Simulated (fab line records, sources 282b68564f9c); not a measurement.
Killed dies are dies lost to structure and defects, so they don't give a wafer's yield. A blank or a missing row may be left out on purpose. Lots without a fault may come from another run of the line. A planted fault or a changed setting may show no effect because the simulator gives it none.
Split-lot experiment | flow rit_cmos | 5 lots, 23 wafers read, on a route of 202 steps

THE SPLIT
At RIT_PLDD_IMPLANT_08, the setting dose_cm2 was moved away from the recipe's 9e+14 on 9 of the 23 wafers read, by -5.1% to +6.7%. The other wafers ran this setting at the recipe's value.

FROM THE SPLIT TO THE READING: what the file shows between them, 1 step
- RIT_PLDD_STRIP_09: strips in O2, time 180 s (also split here: o2_flow_sccm)

THE READING
PLDD_TW, at RIT_PLDD_TW_MEAS_10. Fault-free wafers of this fab line usually give 2337, standard deviation 16.

wafer  | tool, chamber at the split | dose_cm2 as run | against the recipe | PLDD_TW | against lot-mates on the recipe
L074.1 | implanter-02, 0            | 9.333e+14       | +3.7%              | 2348    | +8
L074.2 | implanter-02, 0            | 9e+14           | recipe             | 2353    | -
L074.3 | implanter-02, 0            | 9e+14           | recipe             | 2327    | -
L074.4 | implanter-02, 0            | 9e+14           | recipe             | 2341    | -
L074.5 | implanter-02, 0            | 9.333e+14       | +3.7%              | 2351    | +11
L082.2 | implanter-03, 0            | 9e+14           | recipe             | 2322    | -
L082.4 | implanter-03, 0            | 9e+14           | recipe             | 2324    | -
L082.5 | implanter-03, 0            | 9e+14           | recipe             | 2331    | -
L083.1 | implanter-02, 0            | 9e+14           | recipe             | 2350    | -
L083.3 | implanter-02, 0            | 8.539e+14       | -5.1%              | 2320    | -30
L083.4 | implanter-02, 0            | 8.539e+14       | -5.1%              | 2331    | -19
L083.5 | implanter-02, 0            | 8.539e+14       | -5.1%              | 2321    | -29
L083.6 | implanter-02, 0            | 9e+14           | recipe             | 2350    | -
L084.2 | implanter-03, 0            | 9.602e+14       | +6.7%              | 2369    | +38
L084.3 | implanter-03, 0            | 9e+14           | recipe             | 2324    | -
L084.4 | implanter-03, 0            | 9e+14           | recipe             | 2329    | -
L084.5 | implanter-03, 0            | 9e+14           | recipe             | 2339    | -
L084.6 | implanter-03, 0            | 9.602e+14       | +6.7%              | 2368    | +37
L085.1 | implanter-03, 0            | 9e+14           | recipe             | 2322    | -
L085.2 | implanter-03, 0            | 9e+14           | recipe             | 2324    | -
L085.3 | implanter-03, 0            | 9.593e+14       | +6.6%              | 2358    | +35
L085.4 | implanter-03, 0            | 9.593e+14       | +6.6%              | 2358    | +35
L085.6 | implanter-03, 0            | 9e+14           | recipe             | 2324    | -

THE FIT
A straight line over all 23 wafers: PLDD_TW changes by +3.6 for each +1% of dose_cm2; r = +0.78; the points scatter about the line by 10.
The same after taking each lot's own level away (the mean of its wafers on the recipe; 23 wafers): +5.09 for each +1%; r = +0.95; scatter 6.2.
On that fit, the largest move of dose_cm2 shifts the reading by 34.
The lots' own levels span 2323.3 to 2350.0, that is 1.7 times the standard deviation above.
So the lot-to-lot level blurs the effect unless lot-mates are compared.
Check: with one of the wafers moved furthest among these (+6.7%) left out of the fit, the line predicts +32.7 for it against its lot-mates. It came out at +38.3 against them.

OTHER SPLITS ON THESE WAFERS
These wafers also went through other splits before the reading. Each is held against what the fit with the lots' levels taken away leaves over:
other split on the same wafers   | wafers away from the commonest value | r with PLDD_TW (lot level and that fit taken away)
RIT_FOX1_OXIDATION_00 ox_time_s  | 18                                   | -0.02
RIT_NWELL_COAT_01 resist_thk_nm  | 6                                    | +0.03
RIT_NRETRO_SOFTBAKE_02 temp_c    | 9                                    | +0.14
RIT_NRETRO_IMPLANT_08 energy_kev | 5                                    | -0.24
RIT_GATE_OXIDATION_05 ox_time_s  | 18                                   | +0.16
RIT_GATE_EXPOSE_13 dose_mj       | 8                                    | +0.04
RIT_PLDD_STRIP_09 o2_flow_sccm   | 8                                    | -0.19

THE FILE'S OWN FIT
PLDD_TW changes by +5.07 for each +1% of dose_cm2, r = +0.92.
